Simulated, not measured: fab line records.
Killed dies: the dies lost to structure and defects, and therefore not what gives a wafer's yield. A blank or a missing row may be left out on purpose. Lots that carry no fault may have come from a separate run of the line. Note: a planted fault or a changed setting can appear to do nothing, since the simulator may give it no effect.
fab line records | flow ritCmos
record lots=14 wafers=42 lastDay=7
route steps=202 shown NRETRO@54 PRETRO@74
lots that met no fault: taken from a fault-free run of the same line
startH: start of the lot's first displayed wafer, in hours after the record's first day | waitH: how many hours have passed since the lot's step before this one | " unchanged from the row above | L1.1+2: one row covering several wafers at once | - no value, or no start given | * or withheld: withheld | < > ~ a bound
route shown NAME@n: NAME is a module with steps in the file, n the number in the route of the first one | usual: mean and standard deviation over wafers with no fault | same: alike in all rows | chamber/n: place in a boat | sites: readings site by site | _std_site: their standard deviation | _edge_site: outer sites' mean less inner sites' | radiusMm: for every site, how far away it sits from the centre of the wafer | mask NAME#n: copy n | behind: the most recent tool/chamber to have shaped the wafer | hold: reason for holding the lot/hours on hold/outcome of the hold | device: which transistor (n, p or np) failed to switch | end of line: the route-end tests of the same wafers | step lacking rows: just its recipe | killed: the dies lost at the first sort to structure and to defects; this is not the yield of the wafer | map: dies across one wafer; x = killed, . = not, _ = none there
set.NAME: the setting that was run; set.NAME@STEP: the one run at that earlier step | model.NAME: the simulator's own value behind a step, which no gauge read
route steps across a sampled set of lots; one table per step, one row per wafer
## steps
# step RIT_NRETRO_COAT_01
# recipe resist=NOVOLAK spinRpm=2000 resistThkNm=1300
# usual chillPlateTempC=22.99/0.13 dispensePressureKPa=53/3.3 spinSpeedRpm=1999.9/1.6
# columns lot.wafer tool chamber startH waitH chillPlateTempC dispensePressureKPa spinSpeedRpm
L509.3 lithoTrack-01 0 30.09 0.1 22.93 56 1999.6
L509.4 " 0 " " 22.94 56 2000.2
L509.5 " 0 " " 23.07 56 1999.3
L512.3 lithoTrack-02 0 44.18 0.1 23.00 48 2001.8
L512.4 " 0 " " 23.02 48 2002.7
L512.5 " 0 " " 23.11 48 2000.1
L514.4 lithoTrack-01 0 54.80 0.1 22.97 56 1998.4
L514.5 " 0 " " 23.10 56 2001.9
L514.6 " 0 " " 23.05 56 1999.0
L515.1 lithoTrack-01 0 59.32 0.1 22.86 56 2000.0
L515.4 " 0 " " 22.94 56 2001.0
L515.5 " 0 " " 22.91 56 2000.2
L517.1 lithoTrack-01 0 69.82 0.1 22.85 56 1998.8
L517.4 " 0 " " 22.95 56 1997.4
L517.5 " 0 " " 22.94 56 1999.8
L518.2 lithoTrack-04 0 73.48 0.1 22.94 54 2000.3
L518.5 " 0 " " 22.95 54 1997.3
L518.6 " 0 " " 23.01 54 2003.1
L520.1 lithoTrack-02 0 83.69 0.1 23.02 48 2000.0
L520.5 " 0 " " 23.07 48 1999.8
L520.6 " 0 " " 22.98 48 1995.8
L524.2 lithoTrack-04 0 103.88 0.1 23.04 54 2000.0
L524.5 " 0 " " 23.02 54 2001.5
L524.6 " 0 " " 22.97 54 2001.6
L525.2 lithoTrack-02 - 108.96 0.1 - - -
L525.5 " - " " - - -
L525.6 " - " " - - -
L526.1 lithoTrack-02 - 113.13 0.1 - - -
L526.3 " - " " - - -
L526.6 " - " " - - -
L529.1 lithoTrack-02 0 128.61 0.1 22.80 48 2000.7
L529.2 " 0 " " 22.97 48 1998.9
L529.5 " 0 " " 22.85 48 2002.7
L530.1 lithoTrack-04 0 133.60 0.1 22.93 54 2000.9
L530.4 " 0 " " 23.13 54 2001.4
L530.6 " 0 " " 23.14 54 2000.1
L531.2 lithoTrack-02 0 139.03 0.1 23.18 48 2002.6
L531.3 " 0 " " 23.01 48 1997.4
L531.6 " 0 " " 23.12 48 1997.2
L532.1 lithoTrack-04 0 143.37 0.1 23.04 54 2000.4
L532.2 " 0 " " 23.02 54 2000.0
L532.5 " 0 " " 23.00 54 2000.6
# step RIT_NRETRO_OVL_MEAS_06
# usual NRETRO_OVL=-0.3/1.3
# columns lot.wafer tool chamber startH waitH NRETRO_OVL[nm]
L509.3 overlay-02 - 30.78 - -1.0
L509.4 " - " " 1.1
L509.5 " - " " 1.5
L512.3 overlay-01 - 45.05 - -0.3
L512.4 " - " " -0.3
L512.5 " - " " 0.2
L514.4 overlay-02 - 55.47 - 2.7
L514.5 " - " " -0.8
L514.6 " - " " 0.9
L515.1 overlay-02 - 60.18 - 0.4
L515.4 " - " " 0.3
L515.5 " - " " 0.2
L517.1 overlay-01 - 70.89 - -3.1
L517.4 " - " " -3.7
L517.5 " - " " -2.6
L518.2 overlay-01 - 74.20 - -1.1
L518.5 " - " " -0.3
L518.6 " - " " -1.7
L520.1 overlay-01 - 84.54 - -2.9
L520.5 " - " " -2.7
L520.6 " - " " -2.4
L524.2 overlay-02 - 104.71 - -1.5
L524.5 " - " " -1.5
L524.6 " - " " -1.7
L525.2 overlay-02 - 109.67 - -
L525.5 " - " " -
L525.6 " - " " -
L526.1 overlay-02 - 113.98 - -
L526.3 " - " " -
L526.6 " - " " -
L529.1 overlay-01 - 129.46 - -0.5
L529.2 " - " " 0.5
L529.5 " - " " 0.1
L530.1 overlay-01 - 134.33 - 1.3
L530.4 " - " " 0.3
L530.6 " - " " -0.8
L531.2 overlay-01 - 139.87 - 0.5
L531.3 " - " " -0.4
L531.6 " - " " -0.1
L532.1 overlay-02 - 144.25 - -0.6
L532.2 " - " " 1.0
L532.5 " - " " -0.3
# step RIT_PRETRO_TW_MEAS_10
# usual PRETRO_TW=478/6.7
# columns lot.wafer tool chamber startH waitH PRETRO_TW
L509.3 filmMetro-01 - 32.95 0.1 483
L509.4 " - " " 484
L509.5 " - " " 482
L512.3 filmMetro-03 - 47.66 0.1 473
L512.4 " - " " 471
L512.5 " - " " 472
L514.4 filmMetro-03 - 57.77 0.1 471
L514.5 " - " " 471
L514.6 " - " " 469
L515.1 filmMetro-02 - 62.46 0.1 483
L515.4 " - " " 483
L515.5 " - " " 483
L517.1 filmMetro-03 - 73.26 0.1 468
L517.4 " - " " 470
L517.5 " - " " 471
L518.2 filmMetro-01 - 76.59 0.1 483
L518.5 " - " " 487
L518.6 " - " " 484
L520.1 filmMetro-01 - 86.83 0.1 484
L520.5 " - " " 484
L520.6 " - " " 484
L524.2 filmMetro-03 - 107.37 0.1 471
L524.5 " - " " 470
L524.6 " - " " 473
L525.2 filmMetro-03 - 111.86 0.1 1071
L525.5 " - " " 1065
L525.6 " - " " 1067
L526.1 filmMetro-03 - 116.14 0.1 1070
L526.3 " - " " 1061
L526.6 " - " " 1068
L529.1 filmMetro-01 - 131.75 0.1 481
L529.2 " - " " 482
L529.5 " - " " 484
L530.1 filmMetro-02 - 136.62 0.1 486
L530.4 " - " " 486
L530.6 " - " " 488
L531.2 filmMetro-01 - 142.47 0.1 482
L531.3 " - " " 484
L531.6 " - " " 481
L532.1 filmMetro-03 - 146.54 0.1 470
L532.2 " - " " 472
L532.5 " - " " 469
## key
firstSign step=RIT_NRETRO_COAT_01 reading=toolRecord direction=missing
effect step=RIT_NRETRO_OVL_MEAS_06 reading=NRETRO_OVL direction=missing
effect step=RIT_PRETRO_TW_MEAS_10 reading=PRETRO_TW direction=up sigmas=88 usual=478 struck=1067
metAt RIT_NRETRO_COAT_01
struckLots L525,L526
sortLeftOut L525.2,L525.5,L525.6,L526.1,L526.3,L526.6
testerLeftOut L525,L526
onsetBetween 83.69 108.96
fault kind=skippedStepWhole tool=lithoTrack-02 chamber=- onsetH=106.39 steps=RIT_NRETRO_COAT_01 scope=struckLotsOnly
# testerLeftOut: of these lots the tester's yield and bins aren't shown, on N5 and GAA mostly nor the transistor test; their killed dies are dies lost to structure and defects alone, not to doping, threshold or leakage, so they don't give the yield
# sortLeftOut: the simulated sort isn't trusted on such a fault, so these wafers' sort isn't shown, and their yield isn't known
